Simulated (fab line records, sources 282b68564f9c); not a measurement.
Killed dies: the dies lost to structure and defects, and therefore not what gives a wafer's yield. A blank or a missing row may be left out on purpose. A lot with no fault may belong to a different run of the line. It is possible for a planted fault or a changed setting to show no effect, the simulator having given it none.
A struck lot beside a sound one ; flow rit cmos ; 21 out of 202 route steps
Sound: these wafers, L540.2, L540.3, L540.5. The struck wafers were L543.1, L543.2, L543.4. The cause is named last.
Each step with rows lists, per side, the tool, then ch with its chambers, then its first start. Under that, the readings that differ: sound wafers ; struck wafers ; difference of the means ; sigmas: that difference in standard deviations of wafers without a fault.
alike: a reading whose means differ by less than 2 such deviations, as well as words and numbers matching on both sides. not compared: withheld readings; readings where some wafer has no value; bounds like >300 that might hide an equal value; numbers whose values overlap and for which the record gives no deviation.
The two part at a step that has a row with sigmas, a row that says differs or no value, or rows on one side only. When numbers do not overlap yet have no deviation, they are printed without sigmas and do not part them. A reading that every wafer of one side lacks parts them only if that side has two wafers or more.

first, 1 step without rows for these wafers: RIT_SILICIDE_WET_ETCH_00 (etches SiO2 in BOE, target depth 14 nm, time 15 s).
RIT_SILICIDE_SPUTTER_01: material Ti, target thk 30 nm, time 240 s.
  struck on pvd sputter-03, day 5 04:56; sound on pvd sputter-01, day 4 15:01
  alike: chamber pressure pa, substrate temp c, throttle valve pct
RIT_SILICIDE_RS_MEAS_02: measures by four-point-probe.
  struck on film metro-04, day 5 05:05; sound on film metro-04, day 4 15:11
  alike: SILICIDE_TI_RS
RIT_SILICIDE_THK_MEAS_03: measures by xrf.
  struck on film metro-04, day 5 05:13; sound on film metro-04, day 4 15:18
  alike: SILICIDE_TI_THK
RIT_SILICIDE_RTA_04: time 10 s, ramp up 5 s, ramp down 5 s.
  sound on rtp anneal-02 ch 0, day 4 15:22; struck on rtp anneal-01 ch 0, day 5 05:16
  alike: wafer_temp_C_max
then, 1 step without rows for these wafers: RIT_SILICIDE_WET_ETCH_05 (etches Ti in SPM, time 120 s).
RIT_SILICIDE_RTA_06: time 10 s, ramp up 5 s, ramp down 10 s.
  sound on rtp anneal-01 ch 0, day 4 15:28; struck on rtp anneal-02 ch 0, day 5 05:23
  alike: wafer_temp_C_max
RIT_CONTACT_CVD_00: deposits SiO2 from TEOS, target thk 400 nm, time 61 s.
  sound on pecvd-04 ch 0,1,2, day 4 15:32; struck on pecvd-04 ch 0,1,2, day 5 05:26
  alike: heater power w
RIT_CONTACT_THK_MEAS_01:
  struck on film metro-02, day 5 05:30; sound on film metro-02, day 4 15:35
  alike: CONTACT_TEOS_THK
then, 3 steps without rows for these wafers: RIT_CONTACT_HMDS_02 (prime time 60 s); RIT_CONTACT_COAT_03 (resist thk 1000 nm); RIT_CONTACT_SOFTBAKE_04 (time 60 s).
RIT_CONTACT_EXPOSE_05: exposes mask M11, target cd 1000 nm.
  sound on iline stepper-02 ch 0, day 4 16:14; struck on iline stepper-02 ch 0, day 5 06:01
reading;sound;struck;difference;sigmas
exposure dose mJ cm2;250.02 250.00 249.98;238.07 238.09 237.92;-11.97;-48
  alike: mask, stage vel mm s
then, 2 steps without rows for these wafers: RIT_CONTACT_PEB_06; RIT_CONTACT_DEVELOP_07 (develop time 120 s).
RIT_CONTACT_CD_MEAS_08: target cd 1000 nm.
  struck on cd sem-02, day 5 06:31; sound on cd sem-02, day 4 16:45
reading;sound;struck;difference;sigmas
cd nm (nm);1000.0 995.0 996.7;990.0 989.1 986.3;-8.8;-4
RIT_CONTACT_OVL_MEAS_09:
  struck on overlay-02, day 5 06:38; sound on overlay-02, day 4 16:51
  alike: CONTACT_OVL
then, 1 step without rows for these wafers: RIT_CONTACT_HARDBAKE_10 (time 60 s).
RIT_CONTACT_ETCH_11: etches SiO2 in CHF3/CF4/Ar, stops on TiSi2, target depth 480 nm, time 320 s.
  sound on rie diel-04 ch 0,2, day 4 17:02; struck on rie diel-01 ch 0,1,2, day 5 06:50
reading;sound;struck;difference;sigmas
model.CONTACT.cd nm (nm);1001 995.9 997.3;990.1 989.3 986.2;-9.5;
  alike: drypump motor current A, oes product au, throttle valve pct
  not compared: rf hours counter h
RIT_CONTACT_STRIP_12: strips in O2, time 180 s.
  sound on plasma asher-03 ch 0, day 4 17:14; struck on plasma asher-04 ch 0,1, day 5 07:01
  alike: drypump motor current A, o2 flow sccm, rf refl power W
  not compared: rf hours counter h
RIT_M1_PROBE_99:
  struck on prober-01, day 5 12:40; sound on prober-02, day 4 21:58
reading;sound;struck;difference;sigmas
model.etest.contact to gate.bv left v (V);88.16 88.33 90.2;94.06 93.77 94.5;+5.21;
  alike: killed at front end, killed dies, killed open, killed short
  not compared: model.etest.contact to gate.bv right v

== WHERE THEY PART ==
At RIT_CONTACT_EXPOSE_05 first; at RIT_CONTACT_CD_MEAS_08 last (within this record only). Later steps at which nothing parts them and some readings are alike: RIT_CONTACT_OVL_MEAS_09, RIT_CONTACT_ETCH_11, RIT_CONTACT_STRIP_12, RIT_M1_PROBE_99.

WHY: whatever the simulator had introduced
Process parameters drifting: iline stepper-02 at RIT_CONTACT_EXPOSE_05, beginning at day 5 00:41. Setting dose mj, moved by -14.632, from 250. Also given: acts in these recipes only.
